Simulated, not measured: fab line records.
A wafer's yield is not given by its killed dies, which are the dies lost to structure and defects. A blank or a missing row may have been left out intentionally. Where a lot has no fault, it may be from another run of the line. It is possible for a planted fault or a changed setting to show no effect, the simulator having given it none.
Matching of chambers    flow berkeley-cmos170    rie-si-01 running UCB170_GATE_ETCH_15: 3 sister chambers
The step etches poly-Si in HBr/Cl2, stops on SiO2, time 56.3 s, target depth 278.2 nm. 16 wafers are shown with their chamber, then 6 later ones without.

WAFERS WITH THEIR CHAMBER
wafer   chamber  throttle-valve-pct (%)  oes-product-au (a.u.)  mfc-cl2-sccm (sccm)
L647.1  1        26.36                   0.822                  50.15
L647.4  2        26.36                   0.847                  49.74
L647.6  0        26.41                   0.814                  50.03
L650.1  1        26.36                   0.819                  50.34
L650.4  1        26.34                   0.830                  50.43
L650.6  0        26.42                   0.822                  49.77
L653.1  2        26.37                   0.835                  50.02
L653.2  1        26.36                   0.824                  49.92
L653.4  0        26.42                   0.805                  49.84
L660.1  2        26.37                   0.842                  50.09
L660.2  1        26.37                   0.823                  49.77
L660.4  0        26.42                   0.822                  49.88
L663.2  1        26.35                   0.827                  50.21
L663.5  1        26.36                   0.827                  50.22
L663.6  2        26.37                   0.831                  49.91
L665.2  0        26.40                   0.818                  50.21

SIGNATURES (averages over the wafers above)
reading             chamber 0  chamber 1  chamber 2  scatter within a chamber
throttle-valve-pct  26.4140    26.3571    26.3675    0.00849
oes-product-au      0.81620    0.82457    0.83875    0.00579
mfc-cl2-sccm        49.9460    50.1486    49.9400    0.199
Rule: distance of a wafer from a chamber = root of the sum over the readings of ((wafer's reading minus chamber's mean) / reading's scatter) squared. The wafer belongs to the nearest chamber; if the next one is less than 2 further off, it can't be placed. How the scatter is found: for the shown wafers, subtract from each reading the mean of its chamber, square and add these, divide the total by (wafers less chambers), then take the root.

WAFERS WITH NO CHAMBER GIVEN
wafer   throttle-valve-pct (%)  oes-product-au (a.u.)  mfc-cl2-sccm (sccm)
L665.5  26.40                   0.817                  50.36
L667.1  26.35                   0.822                  49.62
L667.4  26.37                   0.825                  49.90
L667.6  26.36                   0.834                  49.82
L669.5  26.37                   0.845                  50.16
L669.6  26.35                   0.845                  49.91

EACH ONE'S CHAMBER
wafer    from the rows above       in truth
L665.5   0                         0
L667.1   can't be placed: 1 or 2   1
L667.4   can't be placed: 1 or 2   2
L667.6   can't be placed: 2 or 1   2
L669.5   2                         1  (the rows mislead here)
L669.6   can't be placed: 2 or 1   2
Correct placement for 1 of the 6. Cannot be placed on the basis of these rows: 4; the candidates contain the true chamber in 4. Wrongly placed: 1.
